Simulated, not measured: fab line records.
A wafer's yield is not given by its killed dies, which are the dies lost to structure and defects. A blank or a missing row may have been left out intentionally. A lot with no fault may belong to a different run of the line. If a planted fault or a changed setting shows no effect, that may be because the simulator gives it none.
Problem report, 8D (eight disciplines) form, completed by code / flow berkeley-cmos170 / the parts of the form that need people (team, actions taken, sign-off) are left out

1. THE ISSUE
Mean of rf-fwd-power-W at UCB170_SPACER_CVD_00: 480.7 W across 2 wafers in 2 lots; on wafers with no fault it is 545.9 W (standard deviation 2.5). Measured from the usual mean, that is -26 standard deviations.
The step: deposits SiO2 from TEOS/O2, target thk 376 nm, time 47 s.
First observed at day 10 03:24: wafer L376.6, on pecvd-02. Wafers with a number at this step in the record: 42, from 14 lots. The rule behind "out" and "out of limits": a value lying over 4 standard deviations away from the usual mean. The rest of the wafers with a number are treated as sound.

2. WHAT IT IS, AND WHAT IT ISN'T
question=which readings at this step | is=rf-fwd-power-W | is not=heater-power-w
question=which lots | is=L376, L378 | is not=L363, L364, L365, L366, L367, L368, L369, L370, L374, L383, L385, L386
question=which wafers of those lots | is=L376.6, L378.1 | is not=L376.1, L376.2, L378.4, L378.5
question=read on which tools | is=pecvd-02 | is not=pecvd-01, pecvd-04
question=when | is=from day 10 03:24 | is not=up to then (29 sound wafers); but 11 sound wafers of L378, L383, L385, L386 came after

3. SUSPECTS, AND WHAT RULES EACH OUT
Counting: if a tool at a process step up to the reading ran every lot that is out, it stays a suspect. Sound lots after the first of them don't rule it out here, since some wafers of a struck lot are sound.
- pecvd-02 at UCB170_SPACER_CVD_00 (deposits SiO2 from TEOS/O2, target thk 376 nm, time 47 s): kept. It ran every lot that is out, first L376 (day 10 03:24); its last sound lot up to then is L369 (day 8 16:20). Its own readings are out on those wafers: rf-fwd-power-W.
- Within pecvd-02 at UCB170_SPACER_CVD_00: the wafers that are out ran in chamber 1; their sound lot-mates ran in chambers 0, 2.
Left after counting: pecvd-02 at UCB170_SPACER_CVD_00.

4. THE CAUSE (what the simulator had put in)
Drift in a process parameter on pecvd-02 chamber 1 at UCB170_SPACER_CVD_00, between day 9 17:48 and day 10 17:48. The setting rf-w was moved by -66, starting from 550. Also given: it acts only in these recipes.
This tool alone remained once counting was done.

5. THE CHAIN OF EFFECTS, in route order
Each row: a reading where the mean over the struck wafers with a number is more than 3 standard deviations away from the usual. Readings are gone through only where the record gives a usual standard deviation; hours: the median, over the lots, of the time from a lot's start at the first step in this table giving one to that lot's start at this step; sigmas: the change measured in usual standard deviations.
hours=0; step=UCB170_SPACER_CVD_00; reading=rf-fwd-power-W; usual=545.9 W; on struck wafers=480.7; change=-65.2; sigmas=-26
Here are the process steps it includes:
- UCB170_SPACER_CVD_00: deposits SiO2 from TEOS/O2, target thk 376 nm, time 47 s.

6. WHAT WOULD HAVE CAUGHT IT SOONER
The fault began at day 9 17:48; the first out-of-limits reading in this record came at day 10 03:24, 10 hours later.
